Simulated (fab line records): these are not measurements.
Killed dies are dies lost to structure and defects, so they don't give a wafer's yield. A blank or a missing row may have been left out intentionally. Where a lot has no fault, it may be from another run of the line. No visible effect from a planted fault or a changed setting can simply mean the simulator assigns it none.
What tool caused it? ; flow ritCmos ; 39 wafers from 13 lots sampled at 5 of the route's 202 steps

WHAT EACH GAUGE READ, for each wafer
RIT_ACTIVE_CD_MEAS_90: the cd target is 1400 nm.
lot;measured;on;cdNm (nm)
L998;day 1 15:32;cdSem-01;1404.3 1404.4 1402.5
L999;day 1 20:55;cdSem-02;1399.4 1399.6 1399.6
L100;day 2 02:21;cdSem-02;1400.8 1396.6 1399.2
L103;day 2 16:02;cdSem-02;1400.3 1400.6 1400.6
L104;day 2 21:08;cdSem-02;1395.9 1395.6 1397.5
L106;day 3 07:44;cdSem-01;1404.5 1402.7 1402.1
L111;day 4 08:10;cdSem-01;1397.7 1398.1 1398.7
L112;day 4 14:11;cdSem-02;1401.7 1397.9 1399.5
L113;day 4 18:58;cdSem-02;1400.7 1400.9 1399.9
L114;day 5 00:04;cdSem-02;1402.0 1401.4 1400.4
L119;day 6 00:53;cdSem-02;1398.8 1395.7 1397.7
L120;day 6 05:46;cdSem-02;1400.1 1403.1 1398.9
L121;day 6 10:58;cdSem-02;1403.8 1401.8 1401.5

RIT_PRETRO_OVL_MEAS_06.
lot;measured;on;PRETRO_OVL (nm)
L998;day 2 10:13;overlay-02;1.2 0.5 3.5
L999;day 2 13:44;overlay-02;-1.2 -0.6 0.2
L100;day 2 18:23;overlay-02;0.4 0.8 1.8
L103;day 3 08:19;overlay-02;-0.8 -2.0 0.3
L104;day 3 12:46;overlay-01;- - -
L106;day 4 02:25;overlay-02;1.5 2.0 2.7
L111;day 5 02:39;overlay-02;1.3 -0.3 0.1
L112;day 5 08:19;overlay-02;-0.4 0.3 0.3
L113;day 5 14:55;overlay-01;0.7 1.0 -0.4
L114;day 5 16:16;overlay-01;-1.5 -0.9 -1.5
L119;day 6 19:34;overlay-02;2.0 2.5 2.2
L120;day 6 23:26;overlay-02;1.8 0.7 0.6
L121;day 7 04:37;overlay-02;1.4 -0.6 0.3

RIT_PRETRO_TW_MEAS_10.
lot;measured;on;PRETRO_TW
L998;day 2 10:50;filmMetro-01;471.3 474.1 470.5
L999;day 2 14:22;filmMetro-04;475.5 473.6 473.5
L100;day 2 19:05;filmMetro-04;472.8 473.8 472.9
L103;day 3 08:56;filmMetro-02;469.9 475.5 473.6
L104;day 3 13:22;filmMetro-04;30.2 30.1 30.2
L106;day 4 03:19;filmMetro-02;475.7 474.8 476.5
L111;day 5 03:25;filmMetro-01;471.1 475.2 471.5
L112;day 5 08:55;filmMetro-04;472.4 475.1 474.0
L113;day 5 15:32;filmMetro-04;471.5 471.7 474.4
L114;day 5 17:01;filmMetro-02;471.4 477.8 472.6
L119;day 6 20:10;filmMetro-02;473.3 473.4 473.2
L120;day 7 00:02;filmMetro-04;478.3 475.6 476.5
L121;day 7 05:14;filmMetro-04;478.2 478.9 477.3

WHAT TOOL EACH LOT RAN ON (gives the tool, then ch and the chambers of the sampled wafers, and finally the start)
lot;RIT_ACTIVE_STRIP_14;RIT_PRETRO_EXPOSE_03
L998;plasmaAsher-02 ch 0,1, day 1 15:22;ilineStepper-02 ch 0, day 2 09:47
L999;plasmaAsher-01 ch 0,1, day 1 20:43;ilineStepper-02 ch 0, day 2 13:20
L100;plasmaAsher-02 ch 0,1, day 2 02:11;ilineStepper-02 ch 0, day 2 17:58
L103;plasmaAsher-04 ch 0,1, day 2 15:50;ilineStepper-02 ch 0, day 3 07:54
L104;plasmaAsher-01 ch 0,1, day 2 20:58;ilineStepper-02 ch 0, day 3 12:20
L106;plasmaAsher-04 ch 1, day 3 07:32;ilineStepper-02 ch 0, day 4 02:00
L111;plasmaAsher-04 ch 0, day 4 07:58;ilineStepper-02 ch 0, day 5 02:14
L112;plasmaAsher-04 ch 0,1, day 4 14:00;ilineStepper-02 ch 0, day 5 07:53
L113;plasmaAsher-04 ch 0,1, day 4 18:48;ilineStepper-02 ch 0, day 5 14:29
L114;plasmaAsher-01 ch 0,1, day 4 23:53;ilineStepper-02 ch 0, day 5 15:50
L119;plasmaAsher-01 ch 0,1, day 6 00:35;ilineStepper-01 ch 0, day 6 19:08
L120;plasmaAsher-01 ch 0,1, day 6 05:35;ilineStepper-01 ch 0, day 6 23:00
L121;plasmaAsher-01 ch 0,1, day 6 10:47;ilineStepper-02 ch 0, day 7 04:09
- RIT_ACTIVE_STRIP_14: strips in O2, time 180 s.
- RIT_PRETRO_EXPOSE_03: exposes mask M5, target cd 43700 nm.

AS READ BY THE TOOLS THEMSELVES (means over the sampled wafers that have a number; for cases with no such wafer, the mark the record gives instead)
RIT_ACTIVE_STRIP_14.
lot;tool;drypumpMotorCurrentA (A);o2FlowSccm (sccm)
L998;plasmaAsher-02;5.7;3977
L999;plasmaAsher-01;5.0;3993
L100;plasmaAsher-02;6.0;3999
L103;plasmaAsher-04;5.7;3993
L104;plasmaAsher-01;4.9;3999
L106;plasmaAsher-04;5.9;3997
L111;plasmaAsher-04;5.4;4003
L112;plasmaAsher-04;5.7;4016
L113;plasmaAsher-04;5.8;4010
L114;plasmaAsher-01;4.9;4019
L119;plasmaAsher-01;4.9;4005
L120;plasmaAsher-01;5.0;3998
L121;plasmaAsher-01;5.0;3996

THE ANSWER, worked out from the rows above alone
Rule: the lots themselves supply what counts as usual. Put in order of their means at a reading, lots are off if they are a third of the lots or fewer, leave a main group of 4 or more, and stand apart from it by a gap of 3 or more times the standard deviation of the main group's means; of several such gaps the widest counts. If all means in a main group match to the digits the tables above print for the reading, that group is not used. Also off: a lot with no number at a reading for which 4 or more lots have one. Any other lot the step has rows for is counted as sound. First the gauges in route order, then the tools' own readings, where a lot's mean is used as printed above. The first step at which some lot is off is used, and at that step the reading that is off furthest; a lot without a number counts as furthest.
Off: L104, seen at RIT_PRETRO_OVL_MEAS_06 (PRETRO_OVL). Without a number there: L104. The main group has a mean of 0.6 nm with a standard deviation of 1.1.
If a tool, at a process step before that reading, ran all the lots that are off and no sound lot after the first of them, it fits. Not tried: the gauges at RIT_PRETRO_OVL_MEAS_06; whatever is off there is also off at RIT_PRETRO_TW_MEAS_10, on other tools, and gauge error can't account for it. Of those tried, none fits.

WHAT HAD BEEN PUT IN BY THE SIMULATOR
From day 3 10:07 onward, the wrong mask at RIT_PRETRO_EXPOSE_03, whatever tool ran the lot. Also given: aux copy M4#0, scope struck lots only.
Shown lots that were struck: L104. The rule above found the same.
